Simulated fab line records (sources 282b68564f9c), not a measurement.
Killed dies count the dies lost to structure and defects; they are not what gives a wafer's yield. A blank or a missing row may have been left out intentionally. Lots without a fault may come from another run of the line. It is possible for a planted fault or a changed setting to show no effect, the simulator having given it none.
Split-lot experiment    flow rit_cmos    on a route of 202 steps: 5 lots, 23 wafers read

## ABOUT THE SPLIT
At RIT_NRETRO_COAT_01 (resist thk 1300 nm), the setting resist_thk_nm was moved away from the recipe's 1300 nm on 5 of the 23 wafers read, by -5.9% to -3.3%. For the rest of the wafers, this setting stayed at what the recipe calls for.

## FROM THE SPLIT TO THE READING: what the file shows between them, 3 steps
- RIT_NRETRO_SOFTBAKE_02: time 60 s
- RIT_NRETRO_EXPOSE_03: exposes mask M4, target cd 43900 nm
- RIT_NRETRO_DEVELOP_05: develop time 68 s

## THE READING
NOVOLAK_of_NRETRO_COAT_01.thk_nm (the simulator's own value, which no gauge read), in nm, at RIT_NRETRO_HARDBAKE_07 (time 120 s). There is no usual value for it anywhere in the file. Across the 18 wafers here that went through the recipe, the average is 1136 nm and the standard deviation 3.6 nm.

wafer   tool, chamber at the split  resist_thk_nm as run, nm  against the recipe  NOVOLAK_of_NRETRO_COAT_01.thk_nm, nm  against lot-mates on the recipe
L075.1  litho_track-03, 0           1300                      recipe              1132                                  -
L075.2  litho_track-03, 0           1300                      recipe              1135                                  -
L075.5  litho_track-03, 0           1300                      recipe              1135                                  -
L075.6  litho_track-03, 0           1300                      recipe              1135                                  -
L075.3  litho_track-03, 0           1300                      recipe              1137                                  -
L076.1  litho_track-02, 0           1300                      recipe              1137                                  -
L076.3  litho_track-02, 0           1300                      recipe              1138                                  -
L076.6  litho_track-02, 0           1300                      recipe              1143                                  -
L077.1  litho_track-03, 0           1300                      recipe              1131                                  -
L077.3  litho_track-03, 0           1300                      recipe              1133                                  -
L077.4  litho_track-03, 0           1300                      recipe              1134                                  -
L077.5  litho_track-03, 0           1300                      recipe              1132                                  -
L077.6  litho_track-03, 0           1300                      recipe              1132                                  -
L080.1  litho_track-02, 0           1223                      -5.9%               1073                                  -68
L080.2  litho_track-02, 0           1223                      -5.9%               1075                                  -66
L080.3  litho_track-02, 0           1300                      recipe              1141                                  -
L080.4  litho_track-02, 0           1300                      recipe              1141                                  -
L080.6  litho_track-02, 0           1300                      recipe              1141                                  -
L084.1  litho_track-03, 0           1300                      recipe              1133                                  -
L084.2  litho_track-03, 0           1257                      -3.3%               1099                                  -36
L084.5  litho_track-03, 0           1257                      -3.3%               1099                                  -36
L084.4  litho_track-03, 0           1257                      -3.3%               1095                                  -40
L084.6  litho_track-03, 0           1300                      recipe              1138                                  -

FIT RESULTS
A straight line over all 23 wafers: NOVOLAK_of_NRETRO_COAT_01.thk_nm changes by +10.8 nm for each +1% of resist_thk_nm; r = +0.99; the points scatter about the line by 3.6 nm.
The same after taking each lot's own level away (the mean of its wafers on the recipe; 23 wafers): +11.3 nm for each +1%; r = +1.00; scatter 1.7 nm.
On that fit, the largest move of resist_thk_nm shifts the reading by 67 nm.
The lots' own levels span 1132.4 to 1141.0 nm, that is 2.4 times the standard deviation above.
Consequently the slope shifts little with the lot-to-lot level, the two slopes agreeing.
Check: with one of the wafers moved furthest among these (-5.9%) left out of the fit, the line predicts -66.8 nm for it against its lot-mates. It came out at -68 nm against them.

## ADDITIONAL SPLITS CARRIED BY THESE WAFERS
Before the reading, these wafers also passed through other splits. Each is held against what the fit with the lots' levels taken away leaves over:
other split on the same wafers    wafers away from the commonest value  r with NOVOLAK_of_NRETRO_COAT_01.thk_nm (lot level and that fit taken away)
RIT_ACTIVE_CVD_03 time_s          15                                    +0.00
RIT_ACTIVE_DEVELOP_10 dev_temp_c  8                                     -0.17
RIT_FOX2_OXIDATION_00 temp_c      18                                    +0.01
RIT_NWELL_COAT_01 spin_rpm        9                                     -0.03
RIT_NWELL_IMPLANT_08 energy_kev   6                                     +0.16
RIT_PWELL_IMPLANT_08 energy_kev   8                                     -0.05

## THE WHOLE CHAIN: every reading that the file lists as answering this split, in the file's order
step                    what it does        reading                                                                            change (the file's fit)               r (the file's)
RIT_NRETRO_COAT_01      resist thk 1300 nm  NOVOLAK_of_NRETRO_COAT_01.thk_nm (the simulator's own value, which no gauge read)  +13.2 nm for each +1% of the setting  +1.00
RIT_NRETRO_HARDBAKE_07  time 120 s          NOVOLAK_of_NRETRO_COAT_01.thk_nm (the simulator's own value, which no gauge read)  +11.4 nm for each +1% of the setting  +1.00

## FILE'S OWN FIT
NOVOLAK_of_NRETRO_COAT_01.thk_nm changes by +11.4 nm for each +1% of resist_thk_nm, r = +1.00.
